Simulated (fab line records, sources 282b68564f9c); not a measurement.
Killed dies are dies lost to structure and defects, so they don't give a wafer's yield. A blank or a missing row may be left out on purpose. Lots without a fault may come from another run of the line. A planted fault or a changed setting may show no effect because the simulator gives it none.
One fault seen from 2 desks | flow rit_cmos | each desk has only its own numbers; what lay behind them comes last

THE TOOL OWNER'S DESK: rie_si-02
The tool's own readings at RIT_GATE_ETCH_19 (etches poly-Si in SF6/CHF3/O2, stops on SiO2, time 165 s, target depth 312.5 nm): means of the sampled wafers that have a number, for each lot that ran on this tool. A lot is out of limits, marked OUT, if its mean lies more than 4 standard deviations from the usual mean; the brackets give that distance.
Columns: A = SF6_flow_sccm at RIT_GATE_ETCH_19, usual 30.01 sccm; B = drypump_motor_current_A at RIT_GATE_ETCH_19, usual 5.6 A; C = oes_product_au at RIT_GATE_ETCH_19, usual 0.847 a.u.; D = rf_fwd_power_W at RIT_GATE_ETCH_19, usual 159.2 W; E = throttle_valve_pct at RIT_GATE_ETCH_19, usual 10.26 %
lot  | first seen here | A     | B   | C               | D     | E
L493 | day 3 01:28     | 30.05 | 6.0 | 0.848           | 158.9 | 10.44
L495 | day 3 12:35     | 30.02 | 5.4 | 0.850           | 159.2 | 10.45
L497 | day 4 03:29     | 30.02 | 5.8 | 0.848           | 159.7 | 10.41
L499 | day 4 12:05     | 30.00 | 5.4 | 0.846           | 159.4 | 10.30
L503 | day 5 04:38     | 29.99 | 5.4 | 0.674 (-13) OUT | 159.4 | 10.37
L505 | day 5 14:33     | 30.02 | 5.7 | 0.669 (-14) OUT | 159.3 | 10.39
L507 | day 5 22:20     | 30.04 | 5.6 | 0.671 (-14) OUT | 159.1 | 10.41
This desk's finding: out of limits on L503, L505, L507; first on L503, day 5 04:38 (oes_product_au at RIT_GATE_ETCH_19). In limits: L493, L495, L497, L499.

THE METROLOGY DESK
What the gauges read, lot by lot, whatever tool the lot ran on: means of the sampled wafers that have a number. A lot is out of limits, marked OUT, if its mean lies more than 4 standard deviations from the usual mean; the brackets give that distance.
Columns: A = FOX2_OXIDE_THK at RIT_FOX2_THK_MEAS_01, usual 352 nm; B = PRETRO_TW at RIT_PRETRO_TW_MEAS_10, usual 475
lot  | first seen here | A   | B
L492 | day 1 18:46     | 354 | 477
L493 | day 2 02:29     | 350 | 478
L494 | day 2 08:07     | 359 | 471
L495 | day 2 16:20     | 356 | 479
L496 | day 2 22:04     | 342 | 478
L497 | day 3 03:04     | 350 | 471
L498 | day 3 06:39     | 356 | 477
L499 | day 3 12:12     | 354 | 470
L500 | day 3 14:14     | 353 | 477
L502 | day 4 05:48     | 351 | 471
L503 | day 4 08:35     | 360 | 475
L505 | day 4 17:38     | 345 | 475
L507 | day 5 01:07     | 340 | 474
L512 | day 5 23:33     | 356 | 476
L514 | day 6 10:20     | 349 | 472
This desk's finding: nothing out of limits on any of the 15 lots.

PUT TOGETHER
The tool owner's desk could have raised an alarm at day 5 04:38, on L503, L505, L507.
The metrology desk saw nothing out of limits.
The metrology desk has L503, L505, L507 on record, within its limits.
Of the lots named, all ran RIT_GATE_ETCH_19 on rie_si-02.

WHAT THE SIMULATOR HAD PUT IN
Process parameter drift: rie_si-02, from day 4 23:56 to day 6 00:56, at RIT_GATE_ETCH_19. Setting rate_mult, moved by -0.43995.
Lots struck among those shown: L503, L505, L507.
Hours from the fault's start to each desk's first reading out of limits: the tool owner's desk, 5.
